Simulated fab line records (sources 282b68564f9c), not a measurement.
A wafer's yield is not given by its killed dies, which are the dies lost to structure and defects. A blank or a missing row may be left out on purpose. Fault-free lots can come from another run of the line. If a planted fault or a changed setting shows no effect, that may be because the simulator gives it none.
Which of the tools did it? | flow rit cmos | Sampling: 15 lots, 45 wafers, 5 of 202 route steps

## WHAT THE GAUGES READ, wafer by wafer
RIT_PSD_TW_MEAS_10.
lot  | measured    | on            | PSD_TW
L315 | day 3 03:56 | film metro-01 | 3441 3421 3419
L316 | day 3 10:52 | film metro-04 | 3391 3393 3410
L317 | day 3 16:28 | film metro-04 | 3386 3388 3403
L318 | day 3 18:50 | film metro-04 | 3391 3374 3387
L319 | day 3 23:31 | film metro-01 | 3413 3407 3406
L320 | day 4 06:25 | film metro-02 | 3417 3380 3408
L321 | day 4 10:19 | film metro-04 | 3402 3396 3389
L322 | day 4 20:51 | film metro-02 | 3409 3408 3431
L327 | day 6 10:04 | film metro-01 | 3405 3396 3391
L330 | day 6 20:40 | film metro-02 | 3445 3411 3427
L329 | day 6 21:42 | film metro-01 | 3414 3394 3409
L333 | day 7 13:13 | film metro-04 | 3380 3367 3370
L335 | day 7 20:08 | film metro-02 | 3430 3446 3434
L336 | day 7 21:48 | film metro-02 | 3423 3417 3418
L338 | day 8 01:31 | film metro-02 | 3420 3427 3414

RIT_SILICIDE_RS_MEAS_02: uses a four-point probe to measure.
lot  | measured    | on            | SILICIDE_TI_RS (ohm/sq)
L315 | day 3 05:04 | film metro-02 | 50.0 51.5 50.2
L316 | day 3 12:02 | film metro-02 | 49.6 50.1 50.0
L317 | day 3 17:41 | film metro-02 | 49.7 49.0 49.8
L318 | day 3 20:01 | film metro-02 | 50.2 50.6 49.9
L319 | day 4 00:40 | film metro-03 | 50.9 49.7 50.1
L320 | day 4 07:35 | film metro-01 | 50.0 50.0 49.3
L321 | day 4 11:28 | film metro-01 | 50.6 50.4 51.4
L322 | day 4 22:01 | film metro-02 | 49.0 49.2 50.2
L327 | day 6 11:11 | film metro-01 | 50.4 50.6 51.1
L330 | day 6 21:47 | film metro-02 | 49.5 49.1 49.4
L329 | day 6 22:50 | film metro-03 | 51.2 49.4 50.4
L333 | day 7 14:22 | film metro-03 | 50.5 50.5 50.2
L335 | day 7 21:17 | film metro-02 | 49.7 50.3 49.7
L336 | day 7 22:58 | film metro-01 | 51.1 50.0 50.3
L338 | day 8 02:41 | film metro-01 | 50.3 50.0 50.2

RIT_SILICIDE_THK_MEAS_03: measures by xrf.
lot  | measured    | on            | SILICIDE_TI_THK (nm)
L315 | day 3 05:11 | film metro-02 | 28.2 27.5 28.0
L316 | day 3 12:09 | film metro-02 | 28.5 28.1 28.2
L317 | day 3 17:47 | film metro-02 | 28.3 28.8 28.5
L318 | day 3 20:07 | film metro-02 | 28.2 27.9 28.2
L319 | day 4 00:47 | film metro-03 | 27.7 28.1 27.9
L320 | day 4 07:41 | film metro-01 | 28.3 28.5 28.8
L321 | day 4 11:34 | film metro-01 | 28.2 28.2 27.8
L322 | day 4 22:08 | film metro-02 | 28.5 28.3 27.9
L327 | day 6 11:18 | film metro-01 | 28.2 28.2 27.8
L330 | day 6 21:55 | film metro-02 | 28.2 28.6 28.3
L329 | day 6 22:57 | film metro-03 | 27.6 28.2 27.8
L333 | day 7 14:28 | film metro-03 | 27.8 27.9 27.8
L335 | day 7 21:23 | film metro-02 | 28.2 28.0 28.2
L336 | day 7 23:04 | film metro-01 | 27.8 28.4 28.3
L338 | day 8 02:48 | film metro-01 | 28.4 28.4 28.4

RIT_CONTACT_OVL_MEAS_09.
lot  | measured    | on         | CONTACT_OVL (nm)
L315 | day 3 06:44 | overlay-01 | -1.7 -2.5 -2.0
L316 | day 3 13:43 | overlay-02 | -0.9 0.3 0.0
L317 | day 3 19:22 | overlay-02 | -0.7 -3.3 -3.4
L318 | day 3 21:40 | overlay-02 | 0.9 1.5 0.6
L319 | day 4 02:20 | overlay-01 | 1.1 0.5 0.8
L320 | day 4 09:07 | overlay-01 | 0.1 2.2 0.3
L321 | day 4 13:02 | overlay-01 | -0.7 -1.0 -1.4
L322 | day 4 23:46 | overlay-01 | -1.4 -2.1 0.1
L327 | day 6 12:53 | overlay-01 | 238.2 239.2 237.2
L330 | day 6 23:28 | overlay-01 | 238.0 237.1 237.7
L329 | day 7 00:26 | overlay-02 | 239.3 240.9 239.4
L333 | day 7 16:01 | overlay-02 | 1.1 -0.7 -1.6
L335 | day 7 22:58 | overlay-02 | -0.5 1.4 0.6
L336 | day 8 00:30 | overlay-01 | 1.5 2.1 2.7
L338 | day 8 04:14 | overlay-02 | -0.7 -2.1 -2.1

## WHAT TOOL EACH LOT RAN ON (gives the tool, then ch and the chambers of the sampled wafers, and finally the start)
lot  | RIT_CONTACT_EXPOSE_05
L315 | iline stepper-01 ch 0, day 3 06:07
L316 | iline stepper-02 ch 0, day 3 13:04
L317 | iline stepper-01 ch 0, day 3 18:44
L318 | iline stepper-02 ch 0, day 3 21:04
L319 | iline stepper-01 ch 0, day 4 01:43
L320 | iline stepper-01 ch 0, day 4 08:30
L321 | iline stepper-01 ch 0, day 4 12:25
L322 | iline stepper-01 ch 0, day 4 23:08
L327 | iline stepper-02 ch 0, day 6 12:15
L330 | iline stepper-02 ch 0, day 6 22:50
L329 | iline stepper-02 ch 0, day 6 23:49
L333 | iline stepper-01 ch 0, day 7 15:25
L335 | iline stepper-01 ch 0, day 7 22:20
L336 | iline stepper-01 ch 0, day 7 23:52
L338 | iline stepper-01 ch 0, day 8 03:36
- RIT_CONTACT_EXPOSE_05: exposes mask M11, target cd 1000 nm.

## AS READ BY THE TOOLS THEMSELVES (means over the sampled wafers that have a number; for cases with no such wafer, the mark the record gives instead)
The record holds no such reading with a usual standard deviation.

## THE ANSWER, worked out from the rows above alone
Rule: the lots themselves supply what counts as usual. The widest of any qualifying gaps counts: lots, ordered by their means at a reading, are off when they make up no more than a third of the lots, leave a main group of 4 or more, and stand apart from it by 3 or more times the standard deviation of that group's means. The tables above print the reading to a certain number of digits; a main group whose means all agree to those digits is not used. Also off: a lot with no number at a reading for which 4 or more lots have one. Where the step has rows for the other lots, those lots are counted as sound. Order of review: gauges by route order, followed by the tools' own readings, for which a lot's mean as printed above is used. At the first step where some lot is off, the reading lying furthest off is the one used; lots without a number count as furthest.
Off: at RIT_CONTACT_OVL_MEAS_09 (CONTACT_OVL), L327, L330, L329. Mean -0.3 nm and standard deviation 1.3 in the main group.
A tool fits if, at a process step before that reading, it ran every lot that is off, and no sound lot after the first of them. Those tools and the gauges at RIT_CONTACT_OVL_MEAS_09 are tried in the same way. One fits: iline stepper-02 at RIT_CONTACT_EXPOSE_05. Its last sound lot is L318 (day 3 21:04), its first lot that is off L327 (day 6 12:15): a fault that began between those two fits.

## WHAT THE SIMULATOR PUT IN
Scanner matching overlay: iline stepper-02, from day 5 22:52 on, at RIT_CONTACT_EXPOSE_05. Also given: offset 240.
Struck lots among those shown: L327, L330, L329. The rule given above showed the same thing.
